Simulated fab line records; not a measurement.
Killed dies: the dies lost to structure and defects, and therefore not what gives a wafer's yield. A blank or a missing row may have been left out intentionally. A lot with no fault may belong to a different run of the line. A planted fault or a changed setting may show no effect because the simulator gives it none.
fab line records + flow rit_cmos
record:
- lots: 5
- wafers: 15
- last_day: 6
route steps=202 shown PRETRO@69 GATE@75 FOX2@80 REOX@98 NLDD@103 M1@202
lots that met no fault: taken from a fault-free run of the same line
start_h: hours from the record's opening day to when the first of the lot's shown wafers began + wait_h: hours since the lot's step before + " the same as in the row above + L1.1+2: a single row standing in for several wafers + - no value present, or no start provided + * or withheld: withheld + < > ~ a bound
route shown NAME@n: names a module that has steps shown in the file, with the first one's number in the route + usual: mean/standard deviation of fault-free wafers + same: alike in all rows + chamber/n: place in a boat + sites: per-site readings + _std_site: standard deviation across them + _edge_site: the outer-site mean with the inner-site mean subtracted + radius_mm: for every site, how far away it sits from the centre of the wafer + mask NAME#n: copy n + behind: the most recent tool/chamber to have shaped the wafer + hold: what put the lot on hold/how long, in hours/how the hold closed + device: the transistor (n, p or np) that didn't switch + end of line: at the end of the route, the tests of the same wafers + for a step that has no rows: nothing shown but its recipe + killed: the dies lost at the first sort to structure and to defects; this is not the yield of the wafer + map: shows each die of a wafer: x if killed, . if not, _ if none is there
set.NAME: the run value of the setting; set.NAME@STEP: its run value at that earlier step + model.NAME: the simulator's own value behind a step, which no gauge read
certain route steps with their lots: each step a table, each wafer a row
services: from which hour (start_h, from the record's first day; less than 0 if before it) a tool's chamber was out of use, for how many hours, and why
== steps ==
step: RIT_PRETRO_DEVELOP_05
recipe:
- resist: NOVOLAK
- develop_time_s: 68
- dev_temp_c: 23
step: RIT_PRETRO_OVL_MEAS_06
usual:
- PRETRO_OVL: 1.0/1.6
| lot.wafer | tool       | chamber | start_h | wait_h | PRETRO_OVL[nm] |
|-----------|------------|---------|---------|--------|----------------|
| L541.1    | overlay-01 | -       | 42.68   | -      | 2.8            |
| L541.3    | "          | -       | "       | "      | 1.1            |
| L541.4    | "          | -       | "       | "      | 0.9            |
| L542.1    | overlay-02 | -       | 52.05   | -      | 2.6            |
| L542.4    | "          | -       | "       | "      | 0.7            |
| L542.5    | "          | -       | "       | "      | 0.4            |
| L552.1    | overlay-02 | -       | 98.41   | -      | -0.7           |
| L552.5    | "          | -       | "       | "      | -1.4           |
| L552.6    | "          | -       | "       | "      | 0.7            |
| L556.2    | overlay-02 | -       | 116.92  | -      | 2.5            |
| L556.3    | "          | -       | "       | "      | 1.2            |
| L556.5    | "          | -       | "       | "      | 3.2            |
| L557.2    | overlay-02 | -       | 121.43  | -      | 2.1            |
| L557.4    | "          | -       | "       | "      | 3.0            |
| L557.6    | "          | -       | "       | "      | 2.4            |
step: RIT_PRETRO_HARDBAKE_07
recipe:
- resist: NOVOLAK
- temp_c: 140
- time_s: 120
step: RIT_PRETRO_IMPLANT_08
recipe:
- species: B
- energy_kev: 45
- dose_cm2: 1.2e+13
- tilt_deg: 7
step: RIT_PRETRO_STRIP_09
recipe:
- chemistry: O2
- time_s: 180
- resist: NOVOLAK
- platen_temp_c: withheld
- power_w: 500
- pressure_mtorr: 4000
- o2_flow_sccm: 4000
usual:
- drypump_motor_current_A: 5.5/0.47
| lot.wafer | tool            | chamber | start_h | wait_h | drypump_motor_current_A | rf_hours_counter_h |
|-----------|-----------------|---------|---------|--------|-------------------------|--------------------|
| L541.1    | plasma_asher-03 | 1       | 43.12   | 0.1    | 5.4                     | 39                 |
| L541.3    | "               | 1       | "       | "      | 5.3                     | -                  |
| L541.4    | "               | 0       | "       | "      | 4.8                     | -                  |
| L542.1    | plasma_asher-01 | 1       | 52.49   | 0.1    | 5.4                     | 26                 |
| L542.4    | "               | 0       | "       | "      | 5.7                     | -                  |
| L542.5    | "               | 1       | "       | "      | 5.3                     | -                  |
| L552.1    | plasma_asher-03 | 0       | 98.84   | 0.1    | 4.8                     | 45                 |
| L552.5    | "               | 1       | "       | "      | 5.3                     | -                  |
| L552.6    | "               | 0       | "       | "      | 4.8                     | -                  |
| L556.2    | plasma_asher-04 | 1       | 117.35  | 0.1    | 5.7                     | 49                 |
| L556.3    | "               | 1       | "       | "      | 5.7                     | -                  |
| L556.5    | "               | 1       | "       | "      | 5.7                     | -                  |
| L557.2    | plasma_asher-04 | 1       | 121.86  | 0.1    | 5.7                     | 50                 |
| L557.4    | "               | 0       | "       | "      | 6.3                     | -                  |
| L557.6    | "               | 0       | "       | "      | 6.3                     | -                  |
step: RIT_PRETRO_TW_MEAS_10
usual:
- PRETRO_TW: 476/4.7
| lot.wafer | tool          | chamber | start_h | wait_h | PRETRO_TW |
|-----------|---------------|---------|---------|--------|-----------|
| L541.1    | film_metro-03 | -       | 43.29   | 0.1    | 467       |
| L541.3    | "             | -       | "       | "      | 468       |
| L541.4    | "             | -       | "       | "      | 470       |
| L542.1    | film_metro-04 | -       | 52.66   | 0.1    | 481       |
| L542.4    | "             | -       | "       | "      | 483       |
| L542.5    | "             | -       | "       | "      | 481       |
| L552.1    | film_metro-03 | -       | 99.02   | 0.1    | 472       |
| L552.5    | "             | -       | "       | "      | 471       |
| L552.6    | "             | -       | "       | "      | 471       |
| L556.2    | film_metro-03 | -       | 117.54  | 0.1    | 469       |
| L556.3    | "             | -       | "       | "      | 469       |
| L556.5    | "             | -       | "       | "      | 470       |
| L557.2    | film_metro-03 | -       | 122.05  | 0.1    | 473       |
| L557.4    | "             | -       | "       | "      | 473       |
| L557.6    | "             | -       | "       | "      | 473       |
step: RIT_GATE_WET_ETCH_00
recipe:
- chemistry: BOE
- target: SiO2
- target_depth_nm: 56
- time_s: 60
- dry: n2_spin
- dilution: 10:1
- temp_c: 21.5
step: RIT_GATE_CLEAN_01
recipe:
- chemistry: SC1
- mix: 3:3:50
- time_s: 600
- temp_c: 75
step: RIT_GATE_CLEAN_02
recipe:
- chemistry: dHF
- dilution: 50:1
- time_s: 30
step: RIT_GATE_CLEAN_03
recipe:
- chemistry: SC2
- mix: 3:3:50
- time_s: 600
- temp_c: 75
- dry: n2_spin
step: RIT_GATE_CLEAN_04
recipe:
- chemistry: dHF
- dilution: 50:1
- time_s: 60
- dry: n2_spin
step: RIT_FOX2_THK_MEAS_91
recipe:
- reads: SiO2_of_FOX2_OXIDATION_00
usual:
- FIELD_OXIDE_LEFT_2_THK: 255/6.5
| lot.wafer | tool          | chamber | start_h | wait_h | FIELD_OXIDE_LEFT_2_THK[nm] |
|-----------|---------------|---------|---------|--------|----------------------------|
| L541.1    | film_metro-03 | -       | 43.80   | 0.0    | 255                        |
| L541.3    | "             | -       | "       | "      | 257                        |
| L541.4    | "             | -       | "       | "      | 253                        |
| L542.1    | film_metro-01 | -       | 53.21   | 0.0    | 256                        |
| L542.4    | "             | -       | "       | "      | 250                        |
| L542.5    | "             | -       | "       | "      | 250                        |
| L552.1    | film_metro-04 | -       | 99.49   | 0.0    | 249                        |
| L552.5    | "             | -       | "       | "      | 249                        |
| L552.6    | "             | -       | "       | "      | 255                        |
| L556.2    | film_metro-03 | -       | 118.01  | 0.0    | 247                        |
| L556.3    | "             | -       | "       | "      | 245                        |
| L556.5    | "             | -       | "       | "      | 247                        |
| L557.2    | film_metro-04 | -       | 122.53  | 0.0    | 254                        |
| L557.4    | "             | -       | "       | "      | 257                        |
| L557.6    | "             | -       | "       | "      | 259                        |
step: RIT_GATE_OXIDATION_05
recipe:
- temp_c: 900
- ambient: O2
- target_thk_a: 30
- ox_time_s: 270
| lot.wafer  | tool       | chamber | start_h | wait_h |
|------------|------------|---------|---------|--------|
| L541.1+3+4 | furnace-01 | 0       | 43.86   | 0.1    |
| L542.1+4+5 | furnace-04 | 0       | 53.27   | 0.1    |
| L552.1+5+6 | furnace-04 | 0       | 99.84   | 0.3    |
| L556.2+3+5 | furnace-01 | 0       | 118.06  | 0.0    |
| L557.2+4+6 | furnace-01 | 0       | 123.25  | 0.7    |
step: RIT_GATE_ANNEAL_06
recipe:
- temp_c: 900
- time_s: 600
- ambient: N2O
step: RIT_GATE_THK_MEAS_07
recipe:
- reads: SiO2_of_GATE_OXIDATION_05
usual:
- GATE_OXIDE_THK: 3.01/0.066
| lot.wafer | tool          | chamber | start_h | wait_h | GATE_OXIDE_THK[nm] |
|-----------|---------------|---------|---------|--------|--------------------|
| L541.1    | film_metro-04 | -       | 45.18   | 0.0    | 3.02               |
| L541.3    | "             | -       | "       | "      | 3.03               |
| L541.4    | "             | -       | "       | "      | 3.06               |
| L542.1    | film_metro-01 | -       | 54.60   | 0.0    | 3.03               |
| L542.4    | "             | -       | "       | "      | 3.07               |
| L542.5    | "             | -       | "       | "      | 3.10               |
| L552.1    | film_metro-01 | -       | 101.16  | 0.0    | 2.90               |
| L552.5    | "             | -       | "       | "      | 2.88               |
| L552.6    | "             | -       | "       | "      | 2.98               |
| L556.2    | film_metro-01 | -       | 119.40  | 0.0    | 2.91               |
| L556.3    | "             | -       | "       | "      | 2.98               |
| L556.5    | "             | -       | "       | "      | 3.01               |
| L557.2    | film_metro-01 | -       | 125.90  | 0.0    | 3.09               |
| L557.4    | "             | -       | "       | "      | 2.99               |
| L557.6    | "             | -       | "       | "      | 3.04               |
step: RIT_GATE_CVD_08
recipe:
- material: poly-Si
- target_thk_nm: 250
- temp_c: 610
- precursor: SiH4
- time_s: 2220
- pressure_mtorr: 300
- sih4_flow_sccm: 100
step: RIT_GATE_THK_MEAS_09
recipe:
- reads: poly-Si_of_GATE_CVD_08
usual:
- GATE_POLY_THK: 249.9/2.1
| lot.wafer | tool          | chamber | start_h | wait_h | GATE_POLY_THK[nm] |
|-----------|---------------|---------|---------|--------|-------------------|
| L541.1    | film_metro-01 | -       | 47.15   | 0.0    | 251.2             |
| L541.3    | "             | -       | "       | "      | 250.5             |
| L541.4    | "             | -       | "       | "      | 249.0             |
| L542.1    | film_metro-03 | -       | 57.08   | 0.0    | 253.1             |
| L542.4    | "             | -       | "       | "      | 250.6             |
| L542.5    | "             | -       | "       | "      | 252.9             |
| L552.1    | film_metro-04 | -       | 103.65  | 0.0    | 248.8             |
| L552.5    | "             | -       | "       | "      | 248.5             |
| L552.6    | "             | -       | "       | "      | 249.3             |
| L556.2    | film_metro-04 | -       | 121.07  | 0.0    | 250.4             |
| L556.3    | "             | -       | "       | "      | 249.2             |
| L556.5    | "             | -       | "       | "      | 250.2             |
| L557.2    | film_metro-04 | -       | 128.70  | 0.0    | 249.7             |
| L557.4    | "             | -       | "       | "      | 248.0             |
| L557.6    | "             | -       | "       | "      | 249.1             |
step: RIT_GATE_HMDS_10
recipe:
- prime_time_s: 60
- prime_temp_c: 140
step: RIT_GATE_COAT_11
recipe:
- resist: NOVOLAK
- spin_rpm: 4250
- resist_thk_nm: 850
step: RIT_GATE_SOFTBAKE_12
recipe:
- resist: NOVOLAK
- temp_c: 90
- time_s: 60
step: RIT_GATE_EXPOSE_13
recipe:
- mask_id: M6
- na: 0.6
- source_shape: conventional
- sigma_outer: 0.6
- target_cd_nm: 150
- dose_mj: 380
step: RIT_GATE_PEB_14
recipe:
- resist: NOVOLAK
- temp_c: withheld
- time_s: withheld
step: RIT_GATE_DEVELOP_15
recipe:
- resist: NOVOLAK
- develop_time_s: 50
- dev_temp_c: 23
step: RIT_GATE_CD_MEAS_16
recipe:
- target_cd_nm: 150
usual:
- cd_nm: 150.7/2.1
| lot.wafer | tool      | chamber | start_h | wait_h | cd_nm |
|-----------|-----------|---------|---------|--------|-------|
| L541.1    | cd_sem-02 | -       | 48.30   | -      | 149.2 |
| L541.3    | "         | -       | "       | "      | 147.6 |
| L541.4    | "         | -       | "       | "      | 149.9 |
| L542.1    | cd_sem-02 | -       | 58.12   | -      | 152.4 |
| L542.4    | "         | -       | "       | "      | 152.6 |
| L542.5    | "         | -       | "       | "      | 151.6 |
| L552.1    | cd_sem-02 | -       | 104.92  | -      | 151.6 |
| L552.5    | "         | -       | "       | "      | 152.9 |
| L552.6    | "         | -       | "       | "      | 153.5 |
| L556.2    | cd_sem-02 | -       | 122.12  | -      | 152.2 |
| L556.3    | "         | -       | "       | "      | 150.4 |
| L556.5    | "         | -       | "       | "      | 154.7 |
| L557.2    | cd_sem-02 | -       | 129.77  | -      | 149.6 |
| L557.4    | "         | -       | "       | "      | 148.3 |
| L557.6    | "         | -       | "       | "      | 149.7 |
step: RIT_GATE_OVL_MEAS_17
usual:
- GATE_OVL: 0.6/1.6
| lot.wafer | tool       | chamber | start_h | wait_h | GATE_OVL[nm] |
|-----------|------------|---------|---------|--------|--------------|
| L541.1    | overlay-01 | -       | 48.42   | 0.1    | 1.8          |
| L541.3    | "          | -       | "       | "      | 1.0          |
| L541.4    | "          | -       | "       | "      | 2.1          |
| L542.1    | overlay-01 | -       | 58.24   | 0.1    | 3.2          |
| L542.4    | "          | -       | "       | "      | 1.9          |
| L542.5    | "          | -       | "       | "      | 3.2          |
| L552.1    | overlay-02 | -       | 105.04  | 0.1    | 1.2          |
| L552.5    | "          | -       | "       | "      | 0.4          |
| L552.6    | "          | -       | "       | "      | 2.4          |
| L556.2    | overlay-02 | -       | 122.23  | 0.1    | 0.9          |
| L556.3    | "          | -       | "       | "      | 1.7          |
| L556.5    | "          | -       | "       | "      | 3.2          |
| L557.2    | overlay-01 | -       | 129.88  | 0.1    | 2.7          |
| L557.4    | "          | -       | "       | "      | 2.7          |
| L557.6    | "          | -       | "       | "      | 2.6          |
step: RIT_GATE_HARDBAKE_18
recipe:
- resist: NOVOLAK
- temp_c: 140
- time_s: 60
step: RIT_GATE_ETCH_19
recipe:
- chemistry: SF6/CHF3/O2
- time_s: 165
- SF6_flow_sccm: 30
- CHF3_flow_sccm: 30
- O2_flow_sccm: 5
- target: poly-Si
- pressure_mtorr: 40
- rf_w: 160
- target_depth_a: 3125
- over_etch_frac: 0.25
- stop_on: SiO2
usual:
- drypump_motor_current_A: 5.6/0.63
- oes_product_au: 0.845/0.014
- throttle_valve_pct: 10.27/0.13
| lot.wafer | tool      | chamber | start_h | wait_h | drypump_motor_current_A | oes_product_au | rf_hours_counter_h | throttle_valve_pct |
|-----------|-----------|---------|---------|--------|-------------------------|----------------|--------------------|--------------------|
| L541.1    | rie_si-01 | 1       | 48.60   | 0.1    | 6.1                     | 0.843          | 44                 | 10.20              |
| L541.3    | "         | 2       | "       | "      | 4.9                     | 0.861          | 127                | 10.19              |
| L541.4    | "         | 3       | "       | "      | 6.6                     | 0.846          | 44                 | 10.06              |
| L542.1    | rie_si-02 | 0       | 58.42   | 0.1    | 4.9                     | 0.869          | 112                | 10.47              |
| L542.4    | "         | 3       | "       | "      | 6.0                     | 0.833          | 29                 | 10.34              |
| L542.5    | "         | 2       | "       | "      | 5.7                     | 0.872          | -                  | 10.21              |
| L552.1    | rie_si-02 | 3       | 105.23  | 0.1    | 6.0                     | 0.828          | 30                 | 10.34              |
| L552.5    | "         | 0       | "       | "      | 4.8                     | 0.859          | -                  | 10.49              |
| L552.6    | "         | 1       | "       | "      | 5.8                     | 0.826          | -                  | 10.31              |
| L556.2    | rie_si-02 | 1       | 122.41  | 0.1    | 5.8                     | 0.831          | 121                | 10.31              |
| L556.3    | "         | 2       | "       | "      | 5.7                     | 0.849          | 1                  | 10.19              |
| L556.5    | "         | 0       | "       | "      | 4.8                     | 0.857          | -                  | 10.49              |
| L557.2    | rie_si-01 | 3       | 130.06  | 0.1    | 6.6                     | 0.854          | 45                 | 10.05              |
| L557.4    | "         | 3       | "       | "      | 6.6                     | 0.847          | -                  | 10.05              |
| L557.6    | "         | 1       | "       | "      | 6.1                     | 0.834          | -                  | 10.19              |
step: RIT_GATE_STRIP_20
recipe:
- chemistry: O2
- time_s: 180
- resist: NOVOLAK
- platen_temp_c: withheld
- power_w: 500
- pressure_mtorr: 4000
- o2_flow_sccm: 4000
usual:
- drypump_motor_current_A: 5.5/0.49
| lot.wafer | tool            | chamber | start_h | wait_h | drypump_motor_current_A | rf_hours_counter_h |
|-----------|-----------------|---------|---------|--------|-------------------------|--------------------|
| L541.1    | plasma_asher-03 | 1       | 48.71   | 0.1    | 5.3                     | 39                 |
| L541.3    | "               | 1       | "       | "      | 5.3                     | -                  |
| L541.4    | "               | 0       | "       | "      | 4.8                     | -                  |
| L542.1    | plasma_asher-03 | 1       | 58.53   | 0.1    | 5.3                     | 40                 |
| L542.4    | "               | 0       | "       | "      | 4.9                     | -                  |
| L542.5    | "               | 1       | "       | "      | 5.4                     | -                  |
| L552.1    | plasma_asher-04 | 0       | 105.34  | 0.1    | 6.3                     | 47                 |
| L552.5    | "               | 1       | "       | "      | 5.7                     | -                  |
| L552.6    | "               | 0       | "       | "      | 6.3                     | -                  |
| L556.2    | plasma_asher-03 | 1       | 122.52  | 0.1    | 5.4                     | 48                 |
| L556.3    | "               | 0       | "       | "      | 4.9                     | -                  |
| L556.5    | "               | 0       | "       | "      | 4.8                     | -                  |
| L557.2    | plasma_asher-04 | 1       | 130.17  | 0.1    | 5.7                     | 50                 |
| L557.4    | "               | 1       | "       | "      | 5.7                     | -                  |
| L557.6    | "               | 0       | "       | "      | 6.3                     | -                  |
step: RIT_GATE_CD_MEAS_90
recipe:
- target_cd_nm: 150
usual:
- cd_nm: 150.7/2.2
| lot.wafer | tool      | chamber | start_h | wait_h | cd_nm |
|-----------|-----------|---------|---------|--------|-------|
| L541.1    | cd_sem-01 | -       | 48.89   | 0.1    | 149.3 |
| L541.3    | "         | -       | "       | "      | 147.2 |
| L541.4    | "         | -       | "       | "      | 149.7 |
| L542.1    | cd_sem-01 | -       | 58.71   | 0.1    | 152.8 |
| L542.4    | "         | -       | "       | "      | 152.8 |
| L542.5    | "         | -       | "       | "      | 151.5 |
| L552.1    | cd_sem-02 | -       | 105.51  | 0.1    | 151.4 |
| L552.5    | "         | -       | "       | "      | 152.8 |
| L552.6    | "         | -       | "       | "      | 153.3 |
| L556.2    | cd_sem-01 | -       | 122.71  | 0.1    | 151.5 |
| L556.3    | "         | -       | "       | "      | 150.3 |
| L556.5    | "         | -       | "       | "      | 154.4 |
| L557.2    | cd_sem-01 | -       | 130.36  | 0.1    | 149.2 |
| L557.4    | "         | -       | "       | "      | 148.1 |
| L557.6    | "         | -       | "       | "      | 150.0 |
step: RIT_REOX_CLEAN_00
recipe:
- chemistry: SC1
- mix: 3:3:50
- time_s: 600
- temp_c: 75
step: RIT_REOX_CLEAN_01
recipe:
- chemistry: dHF
- dilution: 50:1
- time_s: 30
step: RIT_REOX_CLEAN_02
recipe:
- chemistry: SC2
- mix: 3:3:50
- time_s: 600
- temp_c: 75
- dry: n2_spin
step: RIT_REOX_OXIDATION_03
recipe:
- temp_c: 900
- ambient: O2
- target_thk_a: 252
- ox_time_s: 5580
step: RIT_REOX_THK_MEAS_04
recipe:
- reads: SiO2_of_REOX_OXIDATION_03
usual:
- REOX_OXIDE_THK: 25.1/0.43
| lot.wafer | tool          | chamber | start_h | wait_h | REOX_OXIDE_THK[nm] |
|-----------|---------------|---------|---------|--------|--------------------|
| L541.1    | film_metro-04 | -       | 52.21   | 0.0    | 25.1               |
| L541.3    | "             | -       | "       | "      | 24.7               |
| L541.4    | "             | -       | "       | "      | 25.0               |
| L542.1    | film_metro-04 | -       | 62.18   | 0.0    | 25.0               |
| L542.4    | "             | -       | "       | "      | 25.3               |
| L542.5    | "             | -       | "       | "      | 25.2               |
| L552.1    | film_metro-02 | -       | 109.91  | 0.0    | 25.4               |
| L552.5    | "             | -       | "       | "      | 25.4               |
| L552.6    | "             | -       | "       | "      | 25.3               |
| L556.2    | film_metro-02 | -       | 126.08  | 0.0    | 25.4               |
| L556.3    | "             | -       | "       | "      | 25.2               |
| L556.5    | "             | -       | "       | "      | 25.2               |
| L557.2    | film_metro-02 | -       | 133.40  | 0.0    | 25.1               |
| L557.4    | "             | -       | "       | "      | 25.1               |
| L557.6    | "             | -       | "       | "      | 25.0               |
step: RIT_NLDD_HMDS_00
recipe:
- prime_time_s: 60
- prime_temp_c: 140
step: RIT_NLDD_COAT_01
recipe:
- resist: NOVOLAK
- spin_rpm: 3250
- resist_thk_nm: 1000
step: RIT_NLDD_SOFTBAKE_02
recipe:
- resist: NOVOLAK
- temp_c: 90
- time_s: 60
step: RIT_NLDD_EXPOSE_03
recipe:
- mask_id: M7
- na: 0.57
- target_cd_nm: 40700
- dose_mj: 250
step: RIT_NLDD_PEB_04
recipe:
- resist: NOVOLAK
- temp_c: withheld
- time_s: withheld
step: RIT_NLDD_DEVELOP_05
recipe:
- resist: NOVOLAK
- develop_time_s: 50
- dev_temp_c: 23
step: RIT_NLDD_OVL_MEAS_06
usual:
- NLDD_OVL: 0.7/1.3
| lot.wafer | tool       | chamber | start_h | wait_h | NLDD_OVL[nm] |
|-----------|------------|---------|---------|--------|--------------|
| L541.1    | overlay-01 | -       | 53.31   | -      | 2.1          |
| L541.3    | "          | -       | "       | "      | 1.7          |
| L541.4    | "          | -       | "       | "      | 1.5          |
| L542.1    | overlay-01 | -       | 63.10   | -      | 0.3          |
| L542.4    | "          | -       | "       | "      | 1.8          |
| L542.5    | "          | -       | "       | "      | 0.9          |
| L552.1    | overlay-02 | -       | 110.95  | -      | 3.2          |
| L552.5    | "          | -       | "       | "      | 1.3          |
| L552.6    | "          | -       | "       | "      | 2.0          |
| L556.2    | overlay-01 | -       | 127.11  | -      | -0.3         |
| L556.3    | "          | -       | "       | "      | 0.0          |
| L556.5    | "          | -       | "       | "      | 0.0          |
| L557.2    | overlay-02 | -       | 134.31  | -      | 0.4          |
| L557.4    | "          | -       | "       | "      | -0.2         |
| L557.6    | "          | -       | "       | "      | -0.2         |
step: RIT_NLDD_HARDBAKE_07
recipe:
- resist: NOVOLAK
- temp_c: 140
- time_s: 60
step: RIT_M1_PROBE_99
usual:
- killed_at_front_end: 6.3/2.7
- killed_dies: 6.4/2.7
- killed_open: 3.3/2
- killed_short: 3/1.8
same:
- gross_dies: 264
- killed_at_M0_to_M3: 0
- killed_at_M4_up: 0
- killed_at_back_side: 0
- killed_at_contacts: 0
- killed_at_other: 0
| lot.wafer | tool      | chamber | start_h | wait_h | hold                     | killed_at_front_end | killed_dies | killed_open | killed_short |
|-----------|-----------|---------|---------|--------|--------------------------|---------------------|-------------|-------------|--------------|
| L541.1    | prober-02 | -       | 69.33   | 0.1    | -                        | 5                   | 5           | 2           | 3            |
| L541.3    | prober-02 | -       | 69.43   | 0.2    | -                        | 6                   | 6           | 2           | 4            |
| L541.4    | prober-02 | -       | 69.48   | 0.2    | -                        | 6                   | 6           | 4           | 2            |
| L542.1    | prober-02 | -       | 78.91   | 0.1    | -                        | 7                   | 7           | 5           | 2            |
| L542.4    | prober-02 | -       | 79.06   | 0.2    | -                        | 5                   | 5           | 4           | 1            |
| L542.5    | prober-02 | -       | 79.11   | 0.2    | -                        | 4                   | 4           | 1           | 3            |
| L552.1    | prober-01 | -       | 126.46  | 0.1    | await_dispo/5.0h/release | 15                  | 15          | 7           | 4            |
| L552.5    | prober-01 | -       | 126.66  | 0.2    | await_dispo/5.0h/release | 7                   | 7           | 2           | 4            |
| L552.6    | prober-01 | -       | 126.71  | 0.2    | await_dispo/5.0h/release | 8                   | 8           | 2           | 2            |
| L556.2    | prober-01 | -       | 144.85  | 0.1    | -                        | 7                   | 7           | 4           | 3            |
| L556.3    | prober-01 | -       | 144.90  | 0.2    | -                        | 7                   | 7           | 4           | 3            |
| L556.5    | prober-01 | -       | 145.00  | 0.2    | -                        | 13                  | 13          | 6           | 6            |
| L557.2    | prober-02 | -       | 150.68  | 0.1    | -                        | 5                   | 5           | 3           | 2            |
| L557.4    | prober-02 | -       | 150.78  | 0.2    | -                        | 6                   | 6           | 2           | 4            |
| L557.6    | prober-02 | -       | 150.88  | 0.2    | -                        | 6                   | 6           | 3           | 3            |
killed by level:class
L541.1 REOX:geometric_particle:short=2 GATE:geometric_particle:open=1 GATE:geometric_particle:short=1 SPACER:geometric_particle:open=1
L541.3 GATE:geometric_particle:short=4 FOX2:geometric_particle:open=1 GATE:geometric_particle:open=1
L541.4 REOX:geometric_particle:open=2 FOX1:geometric_particle:open=1 FOX2:geometric_particle:open=1 FOX2:geometric_particle:short=1 REOX:geometric_particle:short=1
L542.1 REOX:geometric_particle:open=4 FOX1:geometric_particle:open=1 GATE:geometric_particle:short=1 REOX:geometric_particle:short=1
L542.4 REOX:geometric_particle:open=3 FOX1:geometric_particle:open=1 FOX2:geometric_particle:short=1
L542.5 REOX:geometric_particle:short=2 FOX1:geometric_particle:open=1 SILICIDE:geometric_particle:short=1
L552.1 SPACER:geometric_particle:open=5 GATE:unspecified=4 GATE:geometric_particle:short=3 GATE:geometric_particle:open=2 SPACER:geometric_particle:short=1
L552.5 SPACER:geometric_particle:short=2 GATE:geometric_particle:open=1 GATE:geometric_particle:short=1 REOX:geometric_particle:short=1 REOX:geometric_particle:open=1 GATE:unspecified=1
L552.6 GATE:unspecified=4 FOX2:geometric_particle:open=1 FOX2:geometric_particle:short=1 GATE:geometric_particle:open=1 GATE:geometric_particle:short=1
L556.2 GATE:geometric_particle:open=3 GATE:geometric_particle:short=2 FOX1:geometric_particle:short=1 REOX:geometric_particle:open=1
L556.3 SPACER:geometric_particle:open=2 SILICIDE:geometric_particle:open=2 FOX1:geometric_particle:short=1 GATE:geometric_particle:short=1 REOX:geometric_particle:short=1
L556.5 REOX:geometric_particle:short=3 REOX:geometric_particle:open=2 SILICIDE:geometric_particle:open=2 SILICIDE:geometric_particle:short=2 FOX1:geometric_particle:open=1 GATE:geometric_particle:open=1 GATE:geometric_particle:short=1 NWELL:coat_microbubble_printed=1
L557.2 FOX1:geometric_particle:short=1 GATE:geometric_particle:open=1 REOX:geometric_particle:short=1 SPACER:geometric_particle:open=1 SILICIDE:geometric_particle:open=1
L557.4 REOX:geometric_particle:short=2 FOX1:geometric_particle:open=1 GATE:geometric_particle:open=1 SPACER:geometric_particle:short=1 SILICIDE:geometric_particle:short=1
L557.6 GATE:geometric_particle:short=2 FOX1:geometric_particle:open=1 GATE:geometric_particle:open=1 REOX:geometric_particle:short=1 SILICIDE:geometric_particle:open=1
map L552.1 (x killed, . not)
________...x..._______
_____......x...x..____
____...............___
___.................__
__..x..........x....._
__....xx............._
_.....................
_.....................
_................x....
_....x.......x........
__..................._
__..................x_
___......x..........__
____...x..x...x....___
_____.............____
________......._______
map L542.1 (x killed, . not)
________......._______
_____.............____
____...............___
___.......x.........__
__..................._
__..................._
_..............x......
_.....................
_.....................
_.....................
__..................._
__x.................._
___..............x..__
____...x.x.........___
_____.............____
________.....x._______
== services ==
| tool            | chamber | start_h | hours | kind   |
|-----------------|---------|---------|-------|--------|
| furnace-04      | -       | 24.22   | 1.5   | repair |
| rie_si-01       | 0       | 63.26   | 6.8   | repair |
| rie_si-02       | 2       | 64.25   | 13.1  | repair |
| plasma_asher-04 | -       | 68.49   | 0.4   | repair |
| rie_si-02       | 3       | 108.70  | 10.5  | repair |
| rie_si-01       | 0       | 129.65  | 5.6   | repair |
== key ==
first_sign:
- step: RIT_M1_PROBE_99
- reading: hold
- direction: added
effect none on later readings
met_at RIT_GATE_OXIDATION_05
struck_wafers L552.1,L552.5,L552.6
tester_left_out L552
onset_between 53.27 99.84
also_fits RIT_PRETRO_STRIP_09:plasma_asher-03
fault:
- kind: chamber_particle_source
- tool: furnace-04
- chamber: 0
- onset_h: 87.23
- steps: RIT_GATE_OXIDATION_05
- rate_per_visit_cm2: 0.030625
- end_h: 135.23
tester_left_out: of these lots the tester's yield and bins aren't shown, on N5 and GAA mostly nor the transistor test; their killed dies are dies lost to structure and defects alone, not to doping, threshold or leakage, so they don't give the yield
